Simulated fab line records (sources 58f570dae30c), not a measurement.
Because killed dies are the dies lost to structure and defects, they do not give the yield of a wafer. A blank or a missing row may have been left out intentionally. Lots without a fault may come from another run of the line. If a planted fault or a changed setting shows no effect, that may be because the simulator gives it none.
A single fault, viewed from 2 desks ; flow berkeley_cmos170 ; what lay behind the numbers comes last; until then each desk has only its own

FROM THE METROLOGY DESK
What the gauges read, lot by lot, whatever tool the lot ran on: means of the sampled wafers that have a number. Marked OUT: a lot whose mean sits more than 4 standard deviations from the usual mean, which makes it out of limits; the brackets give that distance.
Columns: A = PSD_TW at UCB170_PSD_TW_MEAS_10, usual 2322; B = PSD_RS at UCB170_SDANNEAL_RS_MEAS_02, usual 75.7 ohm/sq; C = NSD_RS at UCB170_SDANNEAL_RS_MEAS_03, usual 37.26 ohm/sq; D = PLDD_RS at UCB170_SDANNEAL_RS_MEAS_04, usual 1032.7 ohm/sq
lot;first seen here;A;B;C;D
L595;day 8 00:27;2316;75.7;37.16;1033.7
L596;day 8 00:40;2348;75.2;37.25;1031.7
L599;day 8 13:59;2312;75.5;37.29;1034.4
L601;day 8 13:59;2322;74.7;37.22;1032.2
L600;day 8 14:32;2305;75.4;37.22;1035.2
L597;day 8 14:42;2335;75.5;37.30;1034.1
L602;day 9 06:38;2327;75.3;37.23;1034.2
L606;day 10 03:07;2309;75.3;37.14;1031.9
L605;day 10 03:17;2306;84.1 (+22) OUT;38.62 (+15) OUT;1043.7 (+4.4) OUT
L608;day 10 03:28;2335;84.2 (+22) OUT;38.46 (+13) OUT;1040.9
L612;day 10 19:25;2333;76.3;37.27;1035.0
L613;day 10 19:31;2302;76.1;37.25;1030.4
L616;day 11 12:01;2329;75.9;37.29;1032.0
L617;day 12 00:51;2339;76.1;37.27;1030.2
This desk's result: L605, L608 out of limits, first on L605 (PSD_RS at UCB170_SDANNEAL_RS_MEAS_02), day 10 07:58. Within limits: L595, L596, L599, L601, L600, L597, L602, L606, L612, L613, L616, L617.

FOR THE TOOL OWNER'S DESK: rtp_anneal-01
The tool's own readings at UCB170_SDANNEAL_RTA_01 (time 5 s): means of the sampled wafers that have a number, for each lot that ran on this tool. Marked OUT: a lot whose mean sits more than 4 standard deviations from the usual mean, which makes it out of limits; the brackets give that distance.
Columns: A = anneal_temp_c_max at UCB170_SDANNEAL_RTA_01, usual 1057.3; B = lamp_power_pct at UCB170_SDANNEAL_RTA_01, usual 36.6 %; C = wafer_temp_C_max at UCB170_SDANNEAL_RTA_01, usual 1054.7
lot;first seen here;A;B;C
L595;day 8 03:41;1058.0;38.5;1054.7
L596;day 8 04:41;1057.9;38.5;1054.8
L601;day 8 17:14;1056.1;38.5;1054.3
L600;day 8 17:37;1058.1;38.5;1053.7
L597;day 8 17:47;1059.0;38.4;1054.9
L605;day 10 07:52;1058.8;36.8;1054.4
L608;day 10 08:02;1059.0;36.8;1054.5
This desk's verdict: no lot among the 7 shows anything out of limits.

ALL TOGETHER
The metrology desk could have raised an alarm at day 10 07:58, on L605, L608.
Nothing out of limits was seen by the tool owner's desk.
On record at the tool owner's desk: L605, L608, within its limits.
Every lot named ran UCB170_SDANNEAL_RTA_01 on rtp_anneal-01.

WHAT THE SIMULATOR HAD INSERTED
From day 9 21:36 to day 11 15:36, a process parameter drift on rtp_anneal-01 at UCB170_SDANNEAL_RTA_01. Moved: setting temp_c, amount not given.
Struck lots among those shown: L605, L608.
Per desk, hours elapsed from the start of the fault to the first reading out of limits: for the metrology desk, 10.
